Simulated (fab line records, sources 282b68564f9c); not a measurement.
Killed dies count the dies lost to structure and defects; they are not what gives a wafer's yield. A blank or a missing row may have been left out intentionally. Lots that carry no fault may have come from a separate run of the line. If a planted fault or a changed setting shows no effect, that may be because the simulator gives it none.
Lot-split experiment / flow rit-cmos / on a route of 202 steps: 5 lots, 23 wafers read

== ON THE SPLIT ==
At RIT_M1_METAL_ETCH_12 (etches Al in Cl2/BCl3, stops on SiO2, time 165 s, target depth 600 nm), the setting rf-w was moved away from the recipe's 250 W on 5 of the 23 wafers read, by -10.1% to +5.3%. This setting was run at the recipe's value on the other wafers.

The reading comes from the split's own step.

== THE READING ==
NOVOLAK_of_M1_COAT_04.thk-nm (the simulator's own value, which no gauge read), in nm, at RIT_M1_METAL_ETCH_12 (etches Al in Cl2/BCl3, stops on SiO2, time 165 s, target depth 600 nm). The file gives no usual value for it. Here, 18 wafers ran the recipe; their average is 813.9 nm with a standard deviation of 6.3 nm.

wafer=L074.1; tool, chamber at the split=rie-metal-02, 0; rf-w as run, W=250; against the recipe=recipe; NOVOLAK_of_M1_COAT_04.thk-nm, nm=819.2; against lot-mates on the recipe=-
wafer=L074.3; tool, chamber at the split=rie-metal-02, 1; rf-w as run, W=250; against the recipe=recipe; NOVOLAK_of_M1_COAT_04.thk-nm, nm=823.4; against lot-mates on the recipe=-
wafer=L074.4; tool, chamber at the split=rie-metal-02, 0; rf-w as run, W=250; against the recipe=recipe; NOVOLAK_of_M1_COAT_04.thk-nm, nm=815.8; against lot-mates on the recipe=-
wafer=L074.5; tool, chamber at the split=rie-metal-02, 0; rf-w as run, W=250; against the recipe=recipe; NOVOLAK_of_M1_COAT_04.thk-nm, nm=814.2; against lot-mates on the recipe=-
wafer=L074.6; tool, chamber at the split=rie-metal-02, 1; rf-w as run, W=250; against the recipe=recipe; NOVOLAK_of_M1_COAT_04.thk-nm, nm=819.2; against lot-mates on the recipe=-
wafer=L075.3; tool, chamber at the split=rie-metal-03, 1; rf-w as run, W=250; against the recipe=recipe; NOVOLAK_of_M1_COAT_04.thk-nm, nm=821.9; against lot-mates on the recipe=-
wafer=L075.5; tool, chamber at the split=rie-metal-03, 0; rf-w as run, W=250; against the recipe=recipe; NOVOLAK_of_M1_COAT_04.thk-nm, nm=815.3; against lot-mates on the recipe=-
wafer=L075.6; tool, chamber at the split=rie-metal-03, 1; rf-w as run, W=250; against the recipe=recipe; NOVOLAK_of_M1_COAT_04.thk-nm, nm=820; against lot-mates on the recipe=-
wafer=L081.1; tool, chamber at the split=rie-metal-02, 0; rf-w as run, W=250; against the recipe=recipe; NOVOLAK_of_M1_COAT_04.thk-nm, nm=806.7; against lot-mates on the recipe=-
wafer=L081.2; tool, chamber at the split=rie-metal-02, 1; rf-w as run, W=263.3; against the recipe=+5.3%; NOVOLAK_of_M1_COAT_04.thk-nm, nm=797.2; against lot-mates on the recipe=-11.5
wafer=L081.3; tool, chamber at the split=rie-metal-02, 1; rf-w as run, W=250; against the recipe=recipe; NOVOLAK_of_M1_COAT_04.thk-nm, nm=810.8; against lot-mates on the recipe=-
wafer=L081.5; tool, chamber at the split=rie-metal-02, 1; rf-w as run, W=263.3; against the recipe=+5.3%; NOVOLAK_of_M1_COAT_04.thk-nm, nm=795.2; against lot-mates on the recipe=-13.5
wafer=L081.6; tool, chamber at the split=rie-metal-02, 0; rf-w as run, W=263.3; against the recipe=+5.3%; NOVOLAK_of_M1_COAT_04.thk-nm, nm=791.3; against lot-mates on the recipe=-17.5
wafer=L083.1; tool, chamber at the split=rie-metal-02, 0; rf-w as run, W=250; against the recipe=recipe; NOVOLAK_of_M1_COAT_04.thk-nm, nm=805; against lot-mates on the recipe=-
wafer=L083.2; tool, chamber at the split=rie-metal-02, 1; rf-w as run, W=250; against the recipe=recipe; NOVOLAK_of_M1_COAT_04.thk-nm, nm=808.9; against lot-mates on the recipe=-
wafer=L083.3; tool, chamber at the split=rie-metal-02, 0; rf-w as run, W=250; against the recipe=recipe; NOVOLAK_of_M1_COAT_04.thk-nm, nm=804.9; against lot-mates on the recipe=-
wafer=L083.4; tool, chamber at the split=rie-metal-02, 1; rf-w as run, W=250; against the recipe=recipe; NOVOLAK_of_M1_COAT_04.thk-nm, nm=806.7; against lot-mates on the recipe=-
wafer=L083.5; tool, chamber at the split=rie-metal-02, 0; rf-w as run, W=250; against the recipe=recipe; NOVOLAK_of_M1_COAT_04.thk-nm, nm=805.1; against lot-mates on the recipe=-
wafer=L085.2; tool, chamber at the split=rie-metal-04, 0; rf-w as run, W=224.8; against the recipe=-10.1%; NOVOLAK_of_M1_COAT_04.thk-nm, nm=849.7; against lot-mates on the recipe=+31.8
wafer=L085.3; tool, chamber at the split=rie-metal-04, 0; rf-w as run, W=250; against the recipe=recipe; NOVOLAK_of_M1_COAT_04.thk-nm, nm=821.8; against lot-mates on the recipe=-
wafer=L085.4; tool, chamber at the split=rie-metal-04, 1; rf-w as run, W=250; against the recipe=recipe; NOVOLAK_of_M1_COAT_04.thk-nm, nm=812.8; against lot-mates on the recipe=-
wafer=L085.5; tool, chamber at the split=rie-metal-04, 0; rf-w as run, W=224.8; against the recipe=-10.1%; NOVOLAK_of_M1_COAT_04.thk-nm, nm=852.5; against lot-mates on the recipe=+34.6
wafer=L085.6; tool, chamber at the split=rie-metal-04, 1; rf-w as run, W=250; against the recipe=recipe; NOVOLAK_of_M1_COAT_04.thk-nm, nm=819.2; against lot-mates on the recipe=-

THE FIT
A straight line over all 23 wafers: NOVOLAK_of_M1_COAT_04.thk-nm changes by -3.67 nm for each +1% of rf-w; r = -0.92; the points scatter about the line by 5.9 nm.
The same after taking each lot's own level away (the mean of its wafers on the recipe; 23 wafers): -3.1 nm for each +1%; r = -0.97; scatter 2.9 nm.
On that fit, the largest move of rf-w shifts the reading by 31 nm.
Measured against the standard deviation above, the lots' own levels, which go from 806.12 to 819.07 nm, span 2.0 times it.
Hence the slope depends on the lot-to-lot level, as the two fits are not the same.
Check: for one of the wafers moved furthest among these (-10.1%), held out of the fit, the line's prediction against its lot-mates is +31.7 nm. Against them it came out at +31.8 nm.

== OTHER SPLITS APPLIED TO THESE WAFERS ==
Before the reading, these wafers also passed through other splits. Each is held against what the fit with the lots' levels taken away leaves over:
other split on the same wafers=RIT_PLDD_IMPLANT_08 dose-cm2; wafers away from the commonest value=12; r with NOVOLAK_of_M1_COAT_04.thk-nm (lot level and that fit taken away)=+0.12
other split on the same wafers=RIT_NSD_COAT_01 spin-rpm; wafers away from the commonest value=10; r with NOVOLAK_of_M1_COAT_04.thk-nm (lot level and that fit taken away)=-0.10
other split on the same wafers=RIT_NSD_IMPLANT_08 dose-cm2; wafers away from the commonest value=10; r with NOVOLAK_of_M1_COAT_04.thk-nm (lot level and that fit taken away)=+0.04
other split on the same wafers=RIT_SDANNEAL_RTA_03 time-s; wafers away from the commonest value=7; r with NOVOLAK_of_M1_COAT_04.thk-nm (lot level and that fit taken away)=+0.03
other split on the same wafers=RIT_M1_EXPOSE_06 dose-mj; wafers away from the commonest value=5; r with NOVOLAK_of_M1_COAT_04.thk-nm (lot level and that fit taken away)=-0.09

== FILE'S OWN FIT ==
NOVOLAK_of_M1_COAT_04.thk-nm changes by -3.15 nm for each +1% of rf-w, r = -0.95.
